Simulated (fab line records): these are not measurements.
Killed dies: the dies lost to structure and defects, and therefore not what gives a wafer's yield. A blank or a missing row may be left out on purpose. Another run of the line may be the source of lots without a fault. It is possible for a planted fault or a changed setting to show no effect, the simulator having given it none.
fab line records	flow rit-cmos
record lots=13	wafers=39	last-day=7
route steps=202 shown NWELL@37 NRETRO@63 M1@202
lots with no fault: from the same line, run without faults
start-h: hours from the record's first day to the start of the lot's first wafer shown	wait-h: hours since the lot's step before	" same as the row above	L1.1+2: a row that stands for several wafers	- value missing, or start not given	* or withheld: withheld	< > ~ a bound
route shown NAME@n: a module of which the file shows steps, and the number in the route of the first	usual: mean/standard deviation taken from wafers without a fault	same: alike in all rows	chamber/n: place in a boat	sites: the reading at each site	_std_site: standard deviation across them	_edge_site: the outer-site mean with the inner-site mean subtracted	radius-mm: for every site, how far away it sits from the centre of the wafer	mask NAME#n: copy n	behind: the last tool/chamber to shape the wafer	hold: what put the lot on hold/how long, in hours/how the hold closed	device: names the non-switching transistor (n, p or np)	end of line: the tests these same wafers got at the end of their route	step lacking rows: just its recipe	killed: dies lost to structure and defects at the first sort, not the wafer's yield	map: the dies of a wafer, with x for killed, . for not killed, _ for no die there
set.NAME: setting as actually run; set.NAME@STEP: the setting as run at that earlier step	model.NAME: the simulator's own value behind a step, which no gauge read
a sample of lots followed through the steps of the route, with each step as a table and each wafer as a row
services: from which hour (start-h, from the record's first day; less than 0 if before it) a tool's chamber was out of use, for how many hours, and why
## steps
# step RIT_NWELL_STRIP_09
# recipe chemistry=O2	time-s=180	resist=NOVOLAK	platen-temp-c=withheld	power-w=500	pressure-mtorr=4000	o2-flow-sccm=4000
# usual drypump-motor-current-A=6.0/0.62	o2-flow-sccm=4000/13	run-length-s=208.6/0.31
lot.wafer	tool	chamber	start-h	wait-h	drypump-motor-current-A	o2-flow-sccm	rf-hours-counter-h	run-length-s
L428.1	plasma-asher-03	1	25.71	0.1	6.3	4015	36	209.0
L428.5	"	1	"	"	6.3	4019	-	208.7
L428.6	"	0	"	"	4.9	4000	-	209.2
L429.2	plasma-asher-02	0	33.88	0.1	6.7	3988	40	208.5
L429.3	"	0	"	"	6.6	3986	-	208.9
L429.6	"	1	"	"	5.9	4001	-	208.4
L430.1	plasma-asher-01	1	41.07	0.1	5.9	3998	40	208.5
L430.3	"	0	"	"	6.6	3997	-	208.6
L430.6	"	0	"	"	6.6	4000	-	208.6
L433.3	plasma-asher-02	0	53.05	0.1	6.6	3990	-	208.4
L433.4	"	1	"	"	5.9	4012	-	208.4
L433.6	"	0	"	"	6.6	3998	-	208.7
L434.3	plasma-asher-01	0	57.04	0.1	6.7	3991	-	72.3
L434.4	"	1	"	"	5.9	3978	-	72.3
L434.6	"	0	"	"	6.7	4016	-	72.4
L435.1	plasma-asher-03	1	61.29	0.1	6.2	4002	39	208.9
L435.2	"	0	"	"	4.9	4019	39	208.8
L435.5	"	1	"	"	6.2	4014	-	209.1
L440.4	plasma-asher-02	0	86.28	0.1	6.6	4002	-	208.3
L440.5	"	0	"	"	6.6	3979	-	208.6
L440.6	"	1	"	"	5.9	3993	-	208.4
L444.2	plasma-asher-02	1	105.97	0.1	5.9	3986	48	208.6
L444.3	"	1	"	"	5.9	4020	-	208.6
L444.4	"	0	"	"	6.7	3974	-	208.8
L445.1	plasma-asher-02	1	111.01	0.1	5.9	4014	48	208.6
L445.4	"	1	"	"	5.9	4000	-	208.6
L445.5	"	1	"	"	5.9	3983	-	208.5
L446.1	plasma-asher-02	0	117.19	0.1	6.7	4012	49	208.6
L446.3	"	1	"	"	5.9	3996	-	208.4
L446.6	"	1	"	"	5.9	3980	-	208.9
L447.2	plasma-asher-02	0	120.92	0.1	6.7	3996	50	208.4
L447.5	"	0	"	"	6.7	3990	-	208.7
L447.6	"	1	"	"	5.9	3998	-	208.2
L449.1	plasma-asher-02	1	130.81	0.1	5.9	3996	51	208.3
L449.4	"	1	"	"	5.9	4009	-	208.2
L449.6	"	1	"	"	5.9	4024	-	208.6
L450.1	plasma-asher-01	0	135.74	0.1	6.7	4009	2	208.3
L450.2	"	1	"	"	5.9	4025	2	208.5
L450.6	"	1	"	"	5.9	4001	-	208.5
# step RIT_NRETRO_TW_MEAS_10
# usual NRETRO_TW=1049/5.9
lot.wafer	tool	chamber	start-h	wait-h	hold	NRETRO_TW
L428.1	film-metro-01	-	36.32	0.1	-	1052
L428.5	"	-	"	"	-	1044
L428.6	"	-	"	"	-	1051
L429.2	film-metro-04	-	45.52	0.1	-	1051
L429.3	"	-	"	"	-	1061
L429.6	"	-	"	"	-	1054
L430.1	film-metro-01	-	51.91	0.1	-	1048
L430.3	"	-	"	"	-	1052
L430.6	"	-	"	"	-	1044
L433.3	film-metro-02	-	61.94	0.1	-	1041
L433.4	"	-	"	"	-	1044
L433.6	"	-	"	"	-	1044
L434.3	film-metro-02	-	65.69	0.1	await-dispo/0.2h/release	30
L434.4	"	-	"	"	await-dispo/0.2h/release	30
L434.6	"	-	"	"	await-dispo/0.2h/release	30
L434.3	film-metro-02	-	65.91	0.2	-	30
L434.4	"	-	"	"	-	30
L434.6	"	-	"	"	-	30
L435.1	film-metro-04	-	70.94	0.1	-	1057
L435.2	"	-	"	"	-	1053
L435.5	"	-	"	"	-	1058
L440.4	film-metro-01	-	94.98	0.1	-	1050
L440.5	"	-	"	"	-	1052
L440.6	"	-	"	"	-	1055
L444.2	film-metro-02	-	114.83	0.1	-	1054
L444.3	"	-	"	"	-	1048
L444.4	"	-	"	"	-	1048
L445.1	film-metro-02	-	119.80	0.1	-	1040
L445.4	"	-	"	"	-	1048
L445.5	"	-	"	"	-	1046
L446.1	film-metro-02	-	126.01	0.1	-	1047
L446.3	"	-	"	"	-	1040
L446.6	"	-	"	"	-	1037
L447.2	film-metro-04	-	129.66	0.1	-	1063
L447.5	"	-	"	"	-	1064
L447.6	"	-	"	"	-	1059
L449.1	film-metro-01	-	139.64	0.1	-	1047
L449.4	"	-	"	"	-	1051
L449.6	"	-	"	"	-	1047
L450.1	film-metro-04	-	144.72	0.1	-	1051
L450.2	"	-	"	"	-	1048
L450.6	"	-	"	"	-	1053
# step RIT_M1_PROBE_99
# usual defect-limited-yield=97.4/1.1	killed-at-contacts=0.2/0.38	killed-at-front-end=6.7/3	killed-dies=6.9/3	killed-open=3.5/1.9	killed-short=3.3/2	sort_bin_3_pad_short=0.1/0.18	sort_bin_5_function=1.5/0.83	sort_bin_6_memory=1.0/0.67	sort-n-pass=257.1/3	sort-yield-pct=97.4/1.1
# same gross-dies=264	killed_at_M0_to_M3=0	killed_at_M4_up=0	killed-at-back-side=0	killed-at-other=0
lot.wafer	tool	chamber	start-h	wait-h	defect-limited-yield[%]	killed-at-contacts	killed-at-front-end	killed-dies	killed-open	killed-short	sort_bin_3_pad_short[%]	sort_bin_5_function[%]	sort_bin_6_memory[%]	sort-n-pass	sort-yield-pct[%]
L428.1	prober-02	-	65.41	0.1	97.7	1	5	6	2	3	0	1.5	0.8	258.0	97.7
L428.5	prober-02	-	65.61	0.2	98.5	0	4	4	3	1	0	0.8	0.8	260.0	98.5
L428.6	prober-02	-	65.66	0.2	98.9	0	3	3	0	2	0	0.4	0.8	261.0	98.9
L429.2	prober-01	-	73.72	0.1	94.7	0	14	14	3	11	0	2.7	2.7	250.0	94.7
L429.3	prober-01	-	73.77	0.2	94.3	0	15	15	9	6	0.4	2.3	3.0	249.0	94.3
L429.6	prober-01	-	73.92	0.2	97.7	0	6	6	3	3	0	1.1	1.1	258.0	97.7
L430.1	prober-02	-	79.33	0.1	97.7	0	6	6	3	3	0	1.1	1.1	258.0	97.7
L430.3	prober-02	-	79.43	0.2	96.6	0	9	9	8	1	0	1.9	1.5	255.0	96.6
L430.6	prober-02	-	79.58	0.2	97.0	0	8	8	4	4	0	1.5	1.5	256.0	97.0
L433.3	prober-01	-	89.68	0.2	98.1	0	5	5	4	1	0.4	1.1	0.4	259.0	98.1
L433.4	prober-01	-	89.73	0.2	98.9	0	3	3	3	0	0	0.8	0.4	261.0	98.9
L433.6	prober-01	-	89.83	0.2	99.6	0	1	1	0	1	0	0.4	0	263.0	99.6
L435.1	prober-01	-	97.75	0.1	98.9	0	3	3	1	2	0	0.4	0.8	261.0	98.9
L435.2	prober-01	-	97.80	0.1	98.5	1	3	4	3	0	0	1.5	0	260.0	98.5
L435.5	prober-01	-	97.95	0.2	96.6	1	8	9	2	6	0.4	1.1	1.9	255.0	96.6
L440.4	prober-02	-	121.71	0.2	96.6	1	8	9	6	3	0.4	2.3	0.8	255.0	96.6
L440.5	prober-02	-	121.76	0.2	97.7	0	6	6	3	3	0	1.1	1.1	258.0	97.7
L440.6	prober-02	-	121.81	0.2	97.0	1	7	8	2	6	0	2.7	0.4	256.0	97.0
L444.2	prober-02	-	141.30	0.1	95.8	0	11	11	6	5	0	3.8	0.4	253.0	95.8
L444.3	prober-02	-	141.35	0.2	96.6	0	9	9	4	5	0.8	1.1	1.5	255.0	96.6
L444.4	prober-02	-	141.40	0.2	98.9	0	3	3	3	0	0	0.8	0.4	261.0	98.9
L445.1	prober-01	-	149.40	0.1	96.2	0	10	10	5	5	0	1.9	1.9	254.0	96.2
L445.4	prober-01	-	149.55	0.2	98.5	0	4	4	3	1	0	0.4	1.1	260.0	98.5
L445.5	prober-01	-	149.60	0.2	96.6	0	9	9	4	5	0	2.3	1.1	255.0	96.6
L446.1	prober-02	-	152.57	0.1	98.9	0	3	3	2	1	0	0.8	0.4	261.0	98.9
L446.3	prober-02	-	152.67	0.2	96.2	1	9	10	6	4	0	2.3	1.5	254.0	96.2
L446.6	prober-02	-	152.82	0.2	97.3	0	7	7	4	3	0.4	1.5	0.8	257.0	97.3
L447.2	prober-01	-	158.72	0.1	98.5	1	3	4	2	2	0	1.1	0.4	260.0	98.5
L447.5	prober-01	-	158.87	0.2	96.2	0	10	10	6	4	0.4	2.7	0.8	254.0	96.2
L447.6	prober-01	-	158.92	0.2	97.7	0	6	6	2	4	0	1.9	0.4	258.0	97.7
L449.1	prober-01	-	168.75	0.1	96.6	1	8	9	4	4	0.4	2.3	0.8	255.0	96.6
L449.4	prober-01	-	168.90	0.2	98.5	0	4	4	2	2	0.4	1.1	0	260.0	98.5
L449.6	prober-01	-	169.00	0.2	98.5	1	3	4	1	3	0.4	0.4	0.8	260.0	98.5
L450.1	prober-02	-	172.33	0.1	96.2	0	10	10	6	4	0	1.5	2.3	254.0	96.2
L450.2	prober-02	-	172.38	0.1	95.5	0	12	12	5	7	0.4	3.0	1.1	252.0	95.5
L450.6	prober-02	-	172.58	0.2	96.2	0	10	10	5	5	0	3.0	0.8	254.0	96.2
# killed by level:class
L428.1 SPACER:geometric-particle:short=2 GATE:geometric-particle:short=1 SPACER:geometric-particle:open=1 CONTACT:geometric-particle:open=1 PWELL:coat-microbubble-printed=1
L428.5 SILICIDE:geometric-particle:open=2 FOX1:geometric-particle:open=1 REOX:geometric-particle:short=1
L428.6 FOX2:geometric-particle:short=1 GATE:geometric-particle:short=1 PWELL:coat-microbubble-printed=1
L429.2 REOX:geometric-particle:short=3 SPACER:geometric-particle:short=3 SILICIDE:geometric-particle:short=3 REOX:geometric-particle:open=2 FOX2:geometric-particle:open=1 FOX2:geometric-particle:short=1 GATE:geometric-particle:short=1
L429.3 SPACER:geometric-particle:open=5 GATE:geometric-particle:open=3 SPACER:geometric-particle:short=3 FOX2:geometric-particle:open=1 GATE:geometric-particle:short=1 REOX:geometric-particle:short=1 SILICIDE:geometric-particle:short=1
L429.6 GATE:geometric-particle:short=2 FOX2:geometric-particle:open=1 REOX:geometric-particle:open=1 REOX:geometric-particle:short=1 SILICIDE:geometric-particle:open=1
L430.1 REOX:geometric-particle:open=2 FOX2:geometric-particle:short=1 GATE:geometric-particle:open=1 GATE:geometric-particle:short=1 REOX:geometric-particle:short=1
L430.3 REOX:geometric-particle:open=5 GATE:geometric-particle:open=2 FOX2:geometric-particle:open=1 GATE:geometric-particle:short=1
L430.6 REOX:geometric-particle:open=4 REOX:geometric-particle:short=2 FOX1:geometric-particle:short=1 GATE:geometric-particle:short=1
L433.3 GATE:geometric-particle:open=3 GATE:geometric-particle:short=1 SPACER:geometric-particle:open=1
L433.4 SILICIDE:geometric-particle:open=2 SPACER:geometric-particle:open=1
L433.6 REOX:geometric-particle:short=1
L435.1 GATE:geometric-particle:short=2 GATE:geometric-particle:open=1
L435.2 REOX:geometric-particle:open=2 GATE:geometric-particle:open=1 CONTACT:coat-microbubble-printed=1
L435.5 GATE:geometric-particle:short=4 REOX:geometric-particle:open=1 REOX:geometric-particle:short=1 SPACER:geometric-particle:short=1 SILICIDE:geometric-particle:open=1 CONTACT:coat-microbubble-printed=1
L440.4 GATE:geometric-particle:open=2 FOX2:geometric-particle:open=1 FOX2:geometric-particle:short=1 REOX:geometric-particle:open=1 REOX:geometric-particle:short=1 SPACER:geometric-particle:open=1 SILICIDE:geometric-particle:open=1 CONTACT:geometric-particle:short=1
L440.5 FOX1:geometric-particle:short=2 SPACER:geometric-particle:open=2 GATE:geometric-particle:short=1 SILICIDE:geometric-particle:open=1
L440.6 GATE:geometric-particle:short=3 REOX:geometric-particle:short=2 FOX2:geometric-particle:short=1 GATE:geometric-particle:open=1 CONTACT:geometric-particle:open=1
L444.2 SPACER:geometric-particle:short=2 SPACER:geometric-particle:open=2 SILICIDE:geometric-particle:open=2 FOX2:geometric-particle:open=1 FOX2:geometric-particle:short=1 GATE:geometric-particle:short=1 GATE:geometric-particle:open=1 SILICIDE:geometric-particle:short=1
L444.3 FOX2:geometric-particle:short=2 SILICIDE:geometric-particle:open=2 GATE:geometric-particle:short=1 REOX:geometric-particle:short=1 REOX:geometric-particle:open=1 SPACER:geometric-particle:short=1 SPACER:geometric-particle:open=1
L444.4 FOX1:geometric-particle:open=1 GATE:geometric-particle:open=1 SPACER:geometric-particle:open=1
L445.1 GATE:geometric-particle:short=2 GATE:geometric-particle:open=2 REOX:geometric-particle:short=2 SPACER:geometric-particle:open=2 REOX:geometric-particle:open=1 SILICIDE:geometric-particle:short=1
L445.4 FOX2:geometric-particle:open=1 GATE:geometric-particle:short=1 GATE:geometric-particle:open=1 SILICIDE:geometric-particle:open=1
L445.5 GATE:geometric-particle:short=4 GATE:geometric-particle:open=2 REOX:geometric-particle:open=2 FOX1:geometric-particle:short=1
L446.1 FOX1:geometric-particle:open=2 SILICIDE:geometric-particle:short=1
L446.3 SILICIDE:geometric-particle:open=3 GATE:geometric-particle:short=1 GATE:geometric-particle:open=1 REOX:geometric-particle:short=1 REOX:geometric-particle:open=1 SPACER:geometric-particle:open=1 SILICIDE:geometric-particle:short=1 CONTACT:geometric-particle:short=1
L446.6 GATE:geometric-particle:open=2 SILICIDE:geometric-particle:open=2 GATE:geometric-particle:short=1 SPACER:geometric-particle:short=1 SILICIDE:geometric-particle:short=1
L447.2 FOX1:geometric-particle:open=2 FOX1:geometric-particle:short=1 CONTACT:geometric-particle:short=1
L447.5 GATE:geometric-particle:open=4 FOX2:geometric-particle:short=2 FOX2:geometric-particle:open=1 REOX:geometric-particle:short=1 SPACER:geometric-particle:open=1 SPACER:geometric-particle:short=1
L447.6 SPACER:geometric-particle:short=2 FOX1:geometric-particle:short=1 GATE:geometric-particle:open=1 REOX:geometric-particle:short=1 SPACER:geometric-particle:open=1
L449.1 FOX1:geometric-particle:short=2 SPACER:geometric-particle:open=2 GATE:geometric-particle:open=1 GATE:geometric-particle:short=1 SILICIDE:geometric-particle:short=1 SILICIDE:geometric-particle:open=1 CONTACT:coat-microbubble-printed=1
L449.4 GATE:geometric-particle:open=1 SPACER:geometric-particle:open=1 SPACER:geometric-particle:short=1 SILICIDE:geometric-particle:short=1
L449.6 FOX1:geometric-particle:short=2 REOX:geometric-particle:open=1 CONTACT:geometric-particle:short=1
L450.1 SPACER:geometric-particle:open=3 REOX:geometric-particle:short=2 FOX1:geometric-particle:short=1 GATE:geometric-particle:open=1 REOX:geometric-particle:open=1 SILICIDE:geometric-particle:open=1 SILICIDE:geometric-particle:short=1
L450.2 GATE:geometric-particle:short=5 REOX:geometric-particle:short=2 REOX:geometric-particle:open=2 FOX2:geometric-particle:open=1 GATE:geometric-particle:open=1 SPACER:geometric-particle:open=1
L450.6 GATE:geometric-particle:short=3 GATE:geometric-particle:open=3 FOX1:geometric-particle:short=1 REOX:geometric-particle:open=1 SPACER:geometric-particle:short=1 SPACER:geometric-particle:open=1
## services
tool	chamber	start-h	hours	kind
plasma-asher-01	-	4.08	0.6	repair
plasma-asher-01	-	108.75	9.0	pm
plasma-asher-01	0	108.75	9.0	vent-cycle
plasma-asher-01	1	108.75	9.0	vent-cycle
plasma-asher-01	0	117.75	-	clean
plasma-asher-01	1	117.75	-	clean
## key
first-sign step=RIT_NWELL_STRIP_09	reading=run-length-s	direction=down	sigmas=99+	usual=*	struck=*
effect step=RIT_NRETRO_TW_MEAS_10	reading=NRETRO_TW	direction=down	sigmas=99+	usual=1049	struck=30
met-at RIT_NWELL_STRIP_09
struck-lots L434
scrapped-behind RIT_NRETRO_TW_MEAS_10 L434.3,L434.4,L434.6
onset-between 41.07 57.04
fault kind=strip-aborted	tool=plasma-asher-01	chamber=-	onset-h=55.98	steps=RIT_NWELL_STRIP_09	offset=0.6	end-h=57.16
